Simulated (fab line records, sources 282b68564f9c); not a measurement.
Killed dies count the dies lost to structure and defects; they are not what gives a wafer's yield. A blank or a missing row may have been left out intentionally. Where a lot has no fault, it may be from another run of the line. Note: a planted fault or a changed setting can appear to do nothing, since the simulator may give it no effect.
fab line records	flow ritCmos
record: lots: 6	wafers: 18	lastDay: 6
route steps=202 shown PRETRO@72 GATE@75 FOX2@80 REOX@98 NLDD@103 SDANNEAL@155 M1@202
lots that met no fault: from a run of the same line without faults
startH: the number of hours between the record's first day and the start of the first shown wafer of the lot	waitH: hours since the lot's step before	" identical to the entry in the row above	L1.1+2: a single row standing in for several wafers	- value missing, or start not given	* or withheld: withheld	< > ~ a bound
route shown NAME@n: NAME is a module with steps in the file, n the number in the route of the first one	usual: mean and standard deviation over wafers with no fault	same: alike in all rows	chamber/n: place in a boat	sites: per-site readings	_std_site: the values' standard deviation	_edge_site: the outer-site mean with the inner-site mean subtracted	radiusMm: for every site, how far away it sits from the centre of the wafer	mask NAME#n: copy n	behind: tool/chamber where the wafer was last shaped	hold: what put the lot on hold/how long, in hours/how the hold closed	device: which transistor (n, p or np) failed to switch	end of line: the route-end tests of the same wafers	step lacking rows: just its recipe	killed: count of dies lost to structure and defects at first sort (not the wafer's yield)	map: a wafer's dies, marking killed ones x, the rest . and places with no die _
set.NAME: the setting the step ran with; set.NAME@STEP: the setting that earlier step ran with	model.NAME: the simulator's own value behind a step, which no gauge read
lots at selected steps of the route; one table per step, one row per wafer
services: from which hour (startH, from the record's first day; less than 0 if before it) a tool's chamber was out of use, for how many hours, and why
== steps ==
step: RIT_PRETRO_IMPLANT_08
recipe: species: B	energyKev: 45	doseCm2: 1.2e+13	tiltDeg: 7
step: RIT_PRETRO_STRIP_09
recipe: chemistry: O2	timeS: 180	resist: NOVOLAK	platenTempC: withheld	powerW: 500	pressureMtorr: 4000	o2FlowSccm: 4000
usual: drypumpMotorCurrentA: 5.33/0.18	rfReflPowerW: 7.1/1.5
lot.wafer	tool	chamber	startH	waitH	drypumpMotorCurrentA	rfHoursCounterH	rfReflPowerW
L672.1	plasmaAsher-01	1	31.37	0.1	5.25	40	5.7
L672.3	"	1	"	"	5.26	-	5.7
L672.6	"	0	"	"	5.37	-	7.2
L674.2	plasmaAsher-01	1	41.85	0.1	5.25	41	5.8
L674.3	"	0	"	"	5.38	-	7.4
L674.6	"	1	"	"	5.26	-	5.7
L686.3	plasmaAsher-04	0	101.10	0.1	5.42	-	6.0
L686.4	"	1	"	"	5.30	-	9.6
L686.6	"	1	"	"	5.32	-	9.5
L687.3	plasmaAsher-04	1	108.32	0.1	5.29	-	9.6
L687.4	"	0	"	"	5.42	-	5.6
L687.6	"	0	"	"	5.38	-	5.7
L688.1	plasmaAsher-04	0	111.07	0.1	5.37	32	5.8
L688.3	"	0	"	"	5.38	-	5.9
L688.5	"	1	"	"	5.32	-	9.7
L690.2	plasmaAsher-02	1	121.29	0.1	5.63	50	6.3
L690.5	"	0	"	"	4.99	-	6.6
L690.6	"	1	"	"	5.63	-	6.1
step: RIT_PRETRO_TW_MEAS_10
usual: PRETRO_TW: 472.7/2.6
lot.wafer	tool	chamber	startH	waitH	PRETRO_TW
L672.1	filmMetro-04	-	31.54	0.1	476.4
L672.3	"	-	"	"	477.1
L672.6	"	-	"	"	475.0
L674.2	filmMetro-01	-	42.03	0.1	472.0
L674.3	"	-	"	"	471.6
L674.6	"	-	"	"	470.4
L686.3	filmMetro-03	-	101.24	0.1	474.2
L686.4	"	-	"	"	473.5
L686.6	"	-	"	"	472.1
L687.3	filmMetro-01	-	108.45	0.1	470.1
L687.4	"	-	"	"	471.0
L687.6	"	-	"	"	470.4
L688.1	filmMetro-01	-	111.24	0.1	469.0
L688.3	"	-	"	"	470.8
L688.5	"	-	"	"	469.4
L690.2	filmMetro-03	-	121.48	0.1	471.3
L690.5	"	-	"	"	471.8
L690.6	"	-	"	"	474.0
step: RIT_GATE_WET_ETCH_00
recipe: chemistry: BOE	target: SiO2	targetDepthNm: 56	timeS: 60	dry: n2Spin	dilution: 10:1	tempC: 21.5
step: RIT_GATE_CLEAN_01
recipe: chemistry: SC1	mix: 3:3:50	timeS: 600	tempC: 75
step: RIT_GATE_CLEAN_02
recipe: chemistry: dHF	dilution: 50:1	timeS: 30
step: RIT_GATE_CLEAN_03
recipe: chemistry: SC2	mix: 3:3:50	timeS: 600	tempC: 75	dry: n2Spin
step: RIT_GATE_CLEAN_04
recipe: chemistry: dHF	dilution: 50:1	timeS: 60	dry: n2Spin
step: RIT_FOX2_THK_MEAS_91
recipe: reads: SiO2_of_FOX2_OXIDATION_00
usual: FIELD_OXIDE_LEFT_2_THK: 257/6.4
lot.wafer	tool	chamber	startH	waitH	FIELD_OXIDE_LEFT_2_THK[nm]
L672.1	filmMetro-02	-	32.02	0.0	254
L672.3	"	-	"	"	248
L672.6	"	-	"	"	249
L674.2	filmMetro-04	-	42.51	0.0	263
L674.3	"	-	"	"	264
L674.6	"	-	"	"	261
L686.3	filmMetro-01	-	101.77	0.0	254
L686.4	"	-	"	"	257
L686.6	"	-	"	"	253
L687.3	filmMetro-04	-	108.93	0.0	260
L687.4	"	-	"	"	255
L687.6	"	-	"	"	254
L688.1	filmMetro-04	-	111.92	0.0	271
L688.3	"	-	"	"	261
L688.5	"	-	"	"	260
L690.2	filmMetro-01	-	121.95	0.0	257
L690.5	"	-	"	"	255
L690.6	"	-	"	"	252
step: RIT_GATE_OXIDATION_05
recipe: tempC: 900	ambient: O2	targetThkA: 30	oxTimeS: 270
step: RIT_GATE_ANNEAL_06
recipe: tempC: 900	timeS: 600	ambient: N2O
step: RIT_GATE_THK_MEAS_07
recipe: reads: SiO2_of_GATE_OXIDATION_05
usual: GATE_OXIDE_THK: 3.05/0.057
lot.wafer	tool	chamber	startH	waitH	GATE_OXIDE_THK[nm]
L672.1	filmMetro-01	-	33.41	0.0	3.01
L672.3	"	-	"	"	3.04
L672.6	"	-	"	"	3.00
L674.2	filmMetro-04	-	44.70	0.0	2.96
L674.3	"	-	"	"	2.98
L674.6	"	-	"	"	2.95
L686.3	filmMetro-04	-	105.20	0.0	3.06
L686.4	"	-	"	"	3.04
L686.6	"	-	"	"	3.04
L687.3	filmMetro-02	-	112.20	0.0	3.09
L687.4	"	-	"	"	3.03
L687.6	"	-	"	"	3.09
L688.1	filmMetro-01	-	113.51	0.0	3.18
L688.3	"	-	"	"	3.13
L688.5	"	-	"	"	3.19
L690.2	filmMetro-04	-	125.66	0.0	3.00
L690.5	"	-	"	"	3.06
L690.6	"	-	"	"	3.02
step: RIT_GATE_CVD_08
recipe: material: poly-Si	targetThkNm: 250	tempC: 610	precursor: SiH4	timeS: 2220	pressureMtorr: 300	sih4FlowSccm: 100
usual: spikeTcCentreC: 612.3/1.4	spikeTcLoadC: 631.2/1.6	spikeTcSourceC: 629.4/2.7	susceptorTempC: 609.99/0.29	zonePowerLoadPct: 13.1/0.39
lot.wafer	tool	chamber	startH	waitH	spikeTcCentreC	spikeTcLoadC	spikeTcSourceC	susceptorTempC	zonePowerLoadPct	model.poly-Si_of_GATE_CVD_08.thkNm
L672.1	lpcvd-01	1	33.47	0.1	610.6	631.3	626.8	609.74	13.5	248
L672.3	"	1	"	"	610.4	630.9	626.0	609.75	13.5	248.6
L672.6	"	1	"	"	609.6	633.7	625.9	609.69	13.6	247.3
L674.2	lpcvd-01	0	44.75	0.0	612.3	632.1	630.6	609.71	12.9	250.1
L674.3	"	0	"	"	614.0	627.8	629.5	609.87	12.8	248.9
L674.6	"	0	"	"	613.2	627.8	631.1	610.08	12.6	250.3
L686.3	lpcvd-01	0	105.24	0.0	602.1	620.1	619.5	600.59	12.4	200.6
L686.4	"	0	"	"	602.6	620.9	620.0	600.42	12.6	199.8
L686.6	"	0	"	"	602.6	619.8	621.3	600.12	12.6	199
L687.3	lpcvd-02	1	112.24	0.0	612.5	631.5	631.5	610.02	13.1	252.8
L687.4	"	1	"	"	613.9	633.0	632.0	609.80	13.1	251.2
L687.6	"	1	"	"	613.6	632.8	631.0	609.98	13.1	249.8
L688.1	lpcvd-01	0	113.57	0.1	602.8	618.4	619.6	599.72	12.7	196.2
L688.3	"	0	"	"	602.3	621.7	619.7	599.15	12.4	198.2
L688.5	"	0	"	"	602.4	620.0	621.3	600.25	12.6	195.4
L690.2	lpcvd-02	1	125.71	0.0	613.8	632.4	631.3	610.12	13.1	244
L690.5	"	1	"	"	614.0	630.8	631.3	610.22	13.0	244.3
L690.6	"	1	"	"	612.9	633.1	631.9	610.67	13.4	245.9
step: RIT_GATE_THK_MEAS_09
recipe: reads: poly-Si_of_GATE_CVD_08
usual: GATE_POLY_THK: 249.7/2.8
lot.wafer	tool	chamber	startH	waitH	GATE_POLY_THK[nm]
L672.1	filmMetro-02	-	35.08	0.0	248.2
L672.3	"	-	"	"	248.7
L672.6	"	-	"	"	246.8
L674.2	filmMetro-04	-	46.38	0.0	250.0
L674.3	"	-	"	"	248.9
L674.6	"	-	"	"	250.4
L686.3	filmMetro-04	-	106.88	0.0	200.5
L686.4	"	-	"	"	199.9
L686.6	"	-	"	"	199.0
L687.3	filmMetro-04	-	113.88	0.0	252.5
L687.4	"	-	"	"	251.4
L687.6	"	-	"	"	250.0
L688.1	filmMetro-04	-	115.18	0.0	196.0
L688.3	"	-	"	"	198.2
L688.5	"	-	"	"	195.3
L690.2	filmMetro-01	-	127.33	0.0	243.9
L690.5	"	-	"	"	244.3
L690.6	"	-	"	"	245.9
step: RIT_GATE_HMDS_10
recipe: primeTimeS: 60	primeTempC: 140
step: RIT_GATE_COAT_11
recipe: resist: NOVOLAK	spinRpm: 4250	resistThkNm: 850
step: RIT_GATE_SOFTBAKE_12
recipe: resist: NOVOLAK	tempC: 90	timeS: 60
step: RIT_GATE_EXPOSE_13
recipe: maskId: M6	na: 0.6	sourceShape: conventional	sigmaOuter: 0.6	targetCdNm: 150	doseMj: 380
step: RIT_GATE_PEB_14
recipe: resist: NOVOLAK	tempC: withheld	timeS: withheld
step: RIT_GATE_DEVELOP_15
recipe: resist: NOVOLAK	developTimeS: 48.17	devTempC: 23
step: RIT_GATE_CD_MEAS_16
recipe: targetCdNm: 150
usual: cdNm: 150.4/2.1
lot.wafer	tool	chamber	startH	waitH	cdNm
L672.1	cdSem-02	-	36.12	-	146.0
L672.3	"	-	"	"	146.9
L672.6	"	-	"	"	149.4
L674.2	cdSem-01	-	47.41	-	151.9
L674.3	"	-	"	"	152.3
L674.6	"	-	"	"	151.0
L686.3	cdSem-01	-	107.82	-	149.6
L686.4	"	-	"	"	151.6
L686.6	"	-	"	"	149.6
L687.3	cdSem-01	-	114.93	-	151.0
L687.4	"	-	"	"	152.2
L687.6	"	-	"	"	151.8
L688.1	cdSem-01	-	116.22	-	152.6
L688.3	"	-	"	"	152.2
L688.5	"	-	"	"	151.4
L690.2	cdSem-01	-	128.57	-	148.6
L690.5	"	-	"	"	148.6
L690.6	"	-	"	"	149.0
step: RIT_GATE_OVL_MEAS_17
usual: GATE_OVL: 1.0/1.3
lot.wafer	tool	chamber	startH	waitH	GATE_OVL[nm]
L672.1	overlay-02	-	36.24	0.1	2.4
L672.3	"	-	"	"	2.7
L672.6	"	-	"	"	2.9
L674.2	overlay-02	-	47.52	0.1	1.6
L674.3	"	-	"	"	3.1
L674.6	"	-	"	"	2.0
L686.3	overlay-01	-	107.91	0.1	0.4
L686.4	"	-	"	"	0.3
L686.6	"	-	"	"	0.3
L687.3	overlay-01	-	115.03	0.1	0.9
L687.4	"	-	"	"	1.9
L687.6	"	-	"	"	0.3
L688.1	overlay-02	-	116.34	0.1	0.9
L688.3	"	-	"	"	3.0
L688.5	"	-	"	"	0.9
L690.2	overlay-01	-	128.68	0.1	0.1
L690.5	"	-	"	"	1.2
L690.6	"	-	"	"	0.6
step: RIT_GATE_HARDBAKE_18
recipe: resist: NOVOLAK	tempC: 140	timeS: 60
step: RIT_GATE_ETCH_19
recipe: chemistry: SF6/CHF3/O2	timeS: 165	SF6_flow_sccm: 30	CHF3_flow_sccm: 30	O2_flow_sccm: 5	target: poly-Si	pressureMtorr: 40	rfW: 160	targetDepthA: 3125	overEtchFrac: 0.25	stopOn: SiO2
usual: drypumpMotorCurrentA: 5.6/0.61	oesProductAu: 0.853/0.013	throttleValvePct: 10.26/0.09
lot.wafer	tool	chamber	startH	waitH	drypumpMotorCurrentA	oesProductAu	rfHoursCounterH	throttleValvePct	model.etch.depthNm	model.GATE.featureDepthNm
L672.1	rieSi-01	2	36.43	0.1	5.2	0.864	40	10.39	248	248
L672.3	"	0	"	"	6.1	0.857	159	10.18	248.6	248.6
L672.6	"	2	"	"	5.3	0.866	-	10.39	247.3	247.3
L674.2	rieSi-01	0	47.70	0.1	6.1	0.857	159	10.16	250.1	250.1
L674.3	"	1	"	"	6.1	0.843	80	10.17	248.9	248.9
L674.6	"	1	"	"	6.1	0.844	-	10.16	250.3	250.3
L686.3	rieSi-02	2	108.08	0.1	6.0	0.721	4	10.26	200.6	200.6
L686.4	"	3	"	"	5.5	0.745	58	10.21	199.8	199.8
L686.6	"	2	"	"	6.0	0.715	-	10.27	199	199
L687.3	rieSi-01	2	115.20	0.1	5.2	0.876	40	10.37	252.8	252.8
L687.4	"	0	"	"	6.1	0.861	0	10.18	251.2	251.2
L687.6	"	1	"	"	6.1	0.843	-	10.17	249.8	249.8
L688.1	rieSi-02	3	116.53	0.1	5.5	0.728	58	10.22	196.2	196.2
L688.3	"	2	"	"	6.0	0.720	4	10.27	198.2	198.2
L688.5	"	3	"	"	5.5	0.726	-	10.21	195.4	195.4
L690.2	rieSi-02	2	128.86	0.1	5.9	0.819	4	10.27	244	244
L690.5	"	2	"	"	5.9	0.820	-	10.26	244.3	244.4
L690.6	"	3	"	"	5.5	0.847	-	10.22	245.9	245.9
step: RIT_GATE_STRIP_20
recipe: chemistry: O2	timeS: 180	resist: NOVOLAK	platenTempC: withheld	powerW: 500	pressureMtorr: 4000	o2FlowSccm: 4000
usual: drypumpMotorCurrentA: 5.4/0.32	rfReflPowerW: 6.4/0.57
lot.wafer	tool	chamber	startH	waitH	drypumpMotorCurrentA	rfHoursCounterH	rfReflPowerW
L672.1	plasmaAsher-02	0	36.53	0.1	5.0	42	6.9
L672.3	"	1	"	"	5.6	-	6.2
L672.6	"	1	"	"	5.7	-	6.4
L674.2	plasmaAsher-02	1	47.81	0.1	5.6	43	6.2
L674.3	"	1	"	"	5.7	-	6.3
L674.6	"	0	"	"	5.0	-	6.7
L686.3	plasmaAsher-02	0	108.25	0.1	5.0	-	6.8
L686.4	"	1	"	"	5.7	-	6.4
L686.6	"	0	"	"	5.0	-	6.9
L687.3	plasmaAsher-03	1	115.37	0.1	5.4	-	6.5
L687.4	"	0	"	"	6.0	-	5.8
L687.6	"	0	"	"	6.0	-	5.8
L688.1	plasmaAsher-03	0	116.63	0.1	6.0	48	5.6
L688.3	"	1	"	"	5.4	-	6.3
L688.5	"	1	"	"	5.4	-	6.4
L690.2	plasmaAsher-01	0	128.96	0.1	5.4	1	7.7
L690.5	"	0	"	"	5.4	-	7.3
L690.6	"	1	"	"	5.3	-	5.7
step: RIT_GATE_CD_MEAS_90
recipe: targetCdNm: 150
usual: cdNm: 150.4/2.1
lot.wafer	tool	chamber	startH	waitH	cdNm
L672.1	cdSem-02	-	36.71	0.1	146.5
L672.3	"	-	"	"	146.9
L672.6	"	-	"	"	149.8
L674.2	cdSem-01	-	48.00	0.1	151.9
L674.3	"	-	"	"	152.2
L674.6	"	-	"	"	150.5
L686.3	cdSem-02	-	108.41	0.1	149.8
L686.4	"	-	"	"	151.5
L686.6	"	-	"	"	150.0
L687.3	cdSem-01	-	115.52	0.1	150.5
L687.4	"	-	"	"	152.3
L687.6	"	-	"	"	152.2
L688.1	cdSem-01	-	116.81	0.1	152.5
L688.3	"	-	"	"	152.2
L688.5	"	-	"	"	151.4
L690.2	cdSem-02	-	129.16	0.1	148.3
L690.5	"	-	"	"	149.0
L690.6	"	-	"	"	149.0
step: RIT_REOX_CLEAN_00
recipe: chemistry: SC1	mix: 3:3:50	timeS: 577	tempC: 75
step: RIT_REOX_CLEAN_01
recipe: chemistry: dHF	dilution: 50:1	timeS: 30
step: RIT_REOX_CLEAN_02
recipe: chemistry: SC2	mix: 3:3:50	timeS: 600	tempC: 75	dry: n2Spin
step: RIT_REOX_OXIDATION_03
recipe: tempC: 900	ambient: O2	targetThkA: 252	oxTimeS: 5580
step: RIT_REOX_THK_MEAS_04
recipe: reads: SiO2_of_REOX_OXIDATION_03
usual: REOX_OXIDE_THK: 25.5/0.41
lot.wafer	tool	chamber	startH	waitH	REOX_OXIDE_THK[nm]
L672.1	filmMetro-03	-	39.75	0.0	25.8
L672.3	"	-	"	"	26.1
L672.6	"	-	"	"	25.6
L674.2	filmMetro-03	-	51.06	0.0	25.5
L674.3	"	-	"	"	26.1
L674.6	"	-	"	"	26.0
L686.3	filmMetro-02	-	111.42	0.0	25.3
L686.4	"	-	"	"	25.1
L686.6	"	-	"	"	25.3
L687.3	filmMetro-02	-	118.54	0.0	25.4
L687.4	"	-	"	"	25.2
L687.6	"	-	"	"	25.3
L688.1	filmMetro-04	-	120.61	0.0	25.9
L688.3	"	-	"	"	25.4
L688.5	"	-	"	"	25.5
L690.2	filmMetro-04	-	132.60	0.0	25.5
L690.5	"	-	"	"	25.6
L690.6	"	-	"	"	25.2
step: RIT_NLDD_HMDS_00
recipe: primeTimeS: 60	primeTempC: 140
step: RIT_NLDD_COAT_01
recipe: resist: NOVOLAK	spinRpm: 3250	resistThkNm: 1000
step: RIT_NLDD_SOFTBAKE_02
recipe: resist: NOVOLAK	tempC: 90	timeS: 60
step: RIT_NLDD_EXPOSE_03
recipe: maskId: M7	na: 0.57	targetCdNm: 40700	doseMj: 250
step: RIT_NLDD_PEB_04
recipe: resist: NOVOLAK	tempC: withheld	timeS: withheld
step: RIT_NLDD_DEVELOP_05
recipe: resist: NOVOLAK	developTimeS: 50	devTempC: 23
step: RIT_NLDD_OVL_MEAS_06
usual: NLDD_OVL: 0.6/1.3
lot.wafer	tool	chamber	startH	waitH	NLDD_OVL[nm]
L672.1	overlay-01	-	40.90	-	0.1
L672.3	"	-	"	"	-0.2
L672.6	"	-	"	"	1.1
L674.2	overlay-02	-	52.25	-	-1.7
L674.3	"	-	"	"	-0.3
L674.6	"	-	"	"	-1.5
L686.3	overlay-02	-	112.54	-	1.7
L686.4	"	-	"	"	0.2
L686.6	"	-	"	"	1.6
L687.3	overlay-01	-	119.44	-	-1.5
L687.4	"	-	"	"	-1.9
L687.6	"	-	"	"	-1.5
L688.1	overlay-02	-	121.64	-	0.9
L688.3	"	-	"	"	1.8
L688.5	"	-	"	"	1.6
L690.2	overlay-02	-	133.51	-	1.8
L690.5	"	-	"	"	2.0
L690.6	"	-	"	"	3.1
step: RIT_NLDD_HARDBAKE_07
recipe: resist: NOVOLAK	tempC: 140	timeS: 60
step: RIT_NLDD_IMPLANT_08
recipe: species: P	energyKev: 20	doseCm2: 5e+14	tiltDeg: 7
step: RIT_NLDD_STRIP_09
recipe: chemistry: O2	timeS: 180	resist: NOVOLAK	platenTempC: withheld	powerW: 500	pressureMtorr: 4000	o2FlowSccm: 4000
usual: drypumpMotorCurrentA: 5.43/0.23	rfReflPowerW: 6.8/1.4
lot.wafer	tool	chamber	startH	waitH	drypumpMotorCurrentA	rfHoursCounterH	rfReflPowerW
L672.1	plasmaAsher-04	1	41.23	0.1	5.27	25	9.6
L672.3	"	0	"	"	5.44	-	5.8
L672.6	"	0	"	"	5.42	-	5.8
L674.2	plasmaAsher-01	0	52.58	0.1	5.36	42	7.2
L674.3	"	1	"	"	5.27	-	5.8
L674.6	"	1	"	"	5.25	-	5.7
L686.3	plasmaAsher-04	0	112.92	0.1	5.37	-	5.7
L686.4	"	1	"	"	5.30	-	9.7
L686.6	"	0	"	"	5.40	-	5.9
L687.3	plasmaAsher-01	0	119.86	0.1	5.36	-	7.6
L687.4	"	1	"	"	5.26	-	5.6
L687.6	"	0	"	"	5.36	-	7.4
L688.1	plasmaAsher-04	0	121.98	0.1	5.37	33	5.8
L688.3	"	0	"	"	5.38	-	5.8
L688.5	"	0	"	"	5.38	-	6.0
L690.2	plasmaAsher-01	0	133.90	0.1	5.37	2	7.4
L690.5	"	0	"	"	5.35	-	7.6
L690.6	"	1	"	"	5.25	-	5.5
step: RIT_NLDD_TW_MEAS_10
usual: NLDD_TW: 2461/14
lot.wafer	tool	chamber	startH	waitH	NLDD_TW
L672.1	filmMetro-02	-	41.41	0.1	2476
L672.3	"	-	"	"	2472
L672.6	"	-	"	"	2456
L674.2	filmMetro-01	-	52.77	0.1	2453
L674.3	"	-	"	"	2451
L674.6	"	-	"	"	2448
L686.3	filmMetro-02	-	113.06	0.1	2465
L686.4	"	-	"	"	2461
L686.6	"	-	"	"	2465
L687.3	filmMetro-01	-	120.00	0.1	2437
L687.4	"	-	"	"	2442
L687.6	"	-	"	"	2428
L688.1	filmMetro-02	-	122.16	0.1	2463
L688.3	"	-	"	"	2445
L688.5	"	-	"	"	2451
L690.2	filmMetro-02	-	134.09	0.1	2441
L690.5	"	-	"	"	2463
L690.6	"	-	"	"	2462
step: RIT_SDANNEAL_CLEAN_02
recipe: chemistry: SC2	mix: 3:3:50	timeS: 600	tempC: 75	dry: n2Spin
usual: bathGuardTempC: 75.0/0.61
lot.wafer	tool	chamber	startH	waitH	bathGuardTempC	model.poly-Si_of_GATE_CVD_08.thkNm
L672.1	wetBench-01	1	48.55	0.0	74.8	161.1
L672.3	"	1	"	"	74.8	162.2
L672.6	"	1	"	"	75.0	159.9
L674.2	wetBench-03	0	60.07	0.0	75.0	164.1
L674.3	"	0	"	"	75.1	162.2
L674.6	"	0	"	"	75.2	164.4
L686.3	wetBench-03	0	120.49	0.0	75.4	114.8
L686.4	"	0	"	"	75.1	114.7
L686.6	"	0	"	"	75.0	112.9
L687.3	wetBench-01	1	127.43	0.0	75.0	165.6
L687.4	"	1	"	"	75.0	163.4
L687.6	"	1	"	"	74.9	161.5
L688.1	wetBench-02	3	129.43	0.0	75.2	110.1
L688.3	"	3	"	"	75.5	112.5
L688.5	"	3	"	"	75.4	109.6
L690.2	wetBench-03	2	141.23	0.0	75.5	158.2
L690.5	"	2	"	"	75.5	157.3
L690.6	"	2	"	"	75.4	159.3
step: RIT_M1_PROBE_99
usual: killed_at_M0_to_M3: 0.0/0.16	killedAtContacts: 0.1/0.25	killedAtFrontEnd: 7/3.1	killedDies: 7/3.1	killedOpen: 3.6/2	killedShort: 3.5/2
same: grossDies: 264	killed_at_M4_up: 0	killedAtBackSide: 0	killedAtOther: 0
lot.wafer	tool	chamber	startH	waitH	killed_at_M0_to_M3	killedAtContacts	killedAtFrontEnd	killedDies	killedOpen	killedShort	model.etest.pmosTurned.rOnOhmUm	model.etest.nmos_0p3.rOnOhmUm	model.etest.nmosTurned.driveUaUm	model.etest.pmosTurned.driveUaUm	model.etest.nmos_0p15.driveUaUm	model.etest.nmosNarrow.driveUaUm	model.etest.nmos_0p3.driveUaUm	model.etest.ppolyLine.rsOhmSq
L672.1	prober-02	-	56.35	0.1	0	0	3	3	2	1	3408	2202	309.9	188	473	228.3	224.1	16.32
L672.3	prober-02	-	56.45	0.2	0	0	7	7	3	4	3495	2219	299.9	180.3	461.7	225.7	221.7	16.09
L672.6	prober-02	-	56.60	0.2	0	0	4	4	1	3	3506	2211	308.3	185.1	457.4	226.1	223.6	16.17
L674.2	prober-02	-	67.72	0.1	0	0	3	3	1	2	3523	2156	321.8	184.9	468	228	227.6	16.08
L674.3	prober-02	-	67.77	0.2	0	1	7	8	7	1	3673	2187	311.1	174.1	455.1	219.6	225.3	15.94
L674.6	prober-02	-	67.92	0.2	0	0	8	8	5	3	3593	2155	311.2	179.1	468.6	228.2	228.5	16.09
L686.3	prober-02	-	128.95	0.2	0	0	4	4	2	2	3161	2107	390.8	213.9	478.9	226.9	226.4	16.57
L686.4	prober-02	-	129.00	0.2	0	0	12	12	6	6	3104	2104	393	220.1	475.3	226.8	228.4	16.47
L686.6	prober-02	-	129.10	0.2	0	0	4	4	2	2	3128	2099	397.7	217.7	482.9	232.6	231.2	16.52
L687.3	prober-01	-	135.12	0.2	0	0	5	5	2	3	3740	2208	314.9	168	456.7	216.9	220.1	16.19
L687.4	prober-01	-	135.17	0.2	0	0	1	1	0	1	3753	2213	322.6	170.1	458.3	221.5	220.3	16.07
L687.6	prober-01	-	135.27	0.2	0	0	4	4	3	1	3810	2243	321	169.9	452	216.5	217.1	16.12
L688.1	prober-02	-	139.66	0.1	0	0	10	10	6	4	3325	2199	362.2	202.7	448.9	215.3	220.7	16.61
L688.3	prober-02	-	139.76	0.2	1	0	13	14	4	10	3239	2191	369.9	207.2	450.3	217.8	218.1	16.53
L688.5	prober-02	-	139.86	0.2	0	0	4	4	0	4	3256	2184	371.4	206.5	453	216	216.1	16.55
L690.2	prober-02	-	149.90	0.1	0	0	2	2	2	0	3384	2114	338.6	192.9	483.9	237	236.9	16.06
L690.5	prober-02	-	150.05	0.2	0	0	11	11	6	5	3495	2193	325.1	187.2	467.2	228.9	226.2	16.3
L690.6	prober-02	-	150.10	0.2	0	1	8	9	6	3	3405	2154	337.9	193.8	474.5	234.7	231.7	16.29
killed by level:class
L672.1 GATE:geometricParticle:open=1 REOX:geometricParticle:short=1 REOX:geometricParticle:open=1
L672.3 REOX:geometricParticle:short=2 FOX1:geometricParticle:open=1 GATE:geometricParticle:short=1 REOX:geometricParticle:open=1 SPACER:geometricParticle:open=1 SPACER:geometricParticle:short=1
L672.6 SPACER:geometricParticle:short=2 FOX1:geometricParticle:short=1 GATE:geometricParticle:open=1
L674.2 GATE:geometricParticle:short=1 GATE:geometricParticle:open=1 SPACER:geometricParticle:short=1
L674.3 GATE:geometricParticle:open=4 FOX1:geometricParticle:open=1 REOX:geometricParticle:short=1 SPACER:geometricParticle:open=1 CONTACT:geometricParticle:open=1
L674.6 FOX1:geometricParticle:open=2 GATE:geometricParticle:short=2 GATE:geometricParticle:open=1 REOX:geometricParticle:open=1 SPACER:geometricParticle:short=1 SPACER:geometricParticle:open=1
L686.3 FOX1:geometricParticle:short=1 FOX2:geometricParticle:open=1 GATE:geometricParticle:open=1 SPACER:geometricParticle:short=1
L686.4 SPACER:geometricParticle:open=5 GATE:geometricParticle:short=4 SPACER:geometricParticle:short=2 REOX:geometricParticle:open=1
L686.6 REOX:geometricParticle:open=2 GATE:geometricParticle:short=1 SPACER:geometricParticle:short=1
L687.3 GATE:geometricParticle:open=2 REOX:geometricParticle:short=2 SPACER:geometricParticle:short=1
L687.4 GATE:geometricParticle:short=1
L687.6 GATE:geometricParticle:open=3 SILICIDE:geometricParticle:short=1
L688.1 GATE:geometricParticle:short=3 GATE:geometricParticle:open=2 SPACER:geometricParticle:open=2 FOX1:geometricParticle:open=1 FOX2:geometricParticle:open=1 SILICIDE:geometricParticle:short=1
L688.3 SILICIDE:geometricParticle:short=3 FOX1:geometricParticle:short=2 GATE:geometricParticle:short=2 REOX:geometricParticle:short=2 SPACER:geometricParticle:open=2 GATE:geometricParticle:open=1 REOX:geometricParticle:open=1 M1:geometricParticle:short=1
L688.5 GATE:geometricParticle:short=2 REOX:geometricParticle:short=1 SILICIDE:geometricParticle:short=1
L690.2 GATE:geometricParticle:open=2
L690.5 GATE:geometricParticle:short=4 GATE:geometricParticle:open=3 REOX:geometricParticle:open=2 FOX1:geometricParticle:open=1 REOX:geometricParticle:short=1
L690.6 REOX:geometricParticle:open=4 GATE:geometricParticle:open=1 REOX:geometricParticle:short=1 SILICIDE:geometricParticle:open=1 SILICIDE:geometricParticle:short=1 CONTACT:geometricParticle:short=1
== services ==
tool	chamber	startH	hours	kind
rieSi-01	1	14.43	3.2	repair
plasmaAsher-04	-	30.46	1.8	repair
lpcvd-02	-	37.68	1.6	repair
rieSi-02	-	41.77	14.6	pm
wetBench-03	-	52.86	0.9	repair
plasmaAsher-04	-	59.66	0.8	repair
rieSi-01	0	67.85	-	clean
rieSi-01	0	67.85	23.2	scheduledDown
rieSi-01	0	67.85	23.2	ventCycle
plasmaAsher-01	-	77.77	2.8	pm
plasmaAsher-02	-	105.46	2.7	repair
plasmaAsher-01	-	108.75	9.0	pm
plasmaAsher-01	0	108.75	9.0	ventCycle
plasmaAsher-01	1	108.75	9.0	ventCycle
plasmaAsher-01	0	117.75	-	clean
plasmaAsher-01	1	117.75	-	clean
== key ==
firstSign: step: RIT_GATE_CVD_08	reading: susceptorTempC	direction: down	sigmas: 34	usual: *	struck: *
effect: step: RIT_GATE_CVD_08	reading: spikeTcLoadC	direction: down	sigmas: 7.1	usual: 631.2	struck: 620.2
effect: step: RIT_GATE_THK_MEAS_09	reading: GATE_POLY_THK	direction: down	sigmas: 18	usual: 249.7	struck: 198.1
effect: step: RIT_GATE_ETCH_19	reading: oesProductAu	direction: down	sigmas: 9.4	usual: 0.853	struck: 0.726
modelEffect: step: RIT_GATE_CVD_08	value: poly-Si_of_GATE_CVD_08.thkNm	without: 250.1	struck: 198.2
modelEffect: step: RIT_GATE_ETCH_19	value: etch.depthNm	without: 250.1	struck: 198.2
modelEffect: step: RIT_SDANNEAL_CLEAN_02	value: poly-Si_of_GATE_CVD_08.thkNm	without: 164.3	struck: 112.4
modelEffect: step: RIT_M1_PROBE_99	value: etest.pmosTurned.rOnOhmUm	without: 3542	struck: 3202
metAt RIT_GATE_CVD_08
struckWafers L686.3,L686.4,L686.6,L688.1,L688.3,L688.5
testerLeftOut L686,L688
onsetBetween 44.75 105.24
fault: kind: processParameterDrift	tool: lpcvd-01	chamber: -	onsetH: 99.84	steps: RIT_GATE_CVD_08	channel: tempC	offset: *	shape: step	endH: 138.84	actsIn: *	stated: *
testerLeftOut: of these lots the tester's yield and bins aren't shown, on N5 and GAA mostly nor the transistor test; their killed dies are dies lost to structure and defects alone, not to doping, threshold or leakage, so they don't give the yield
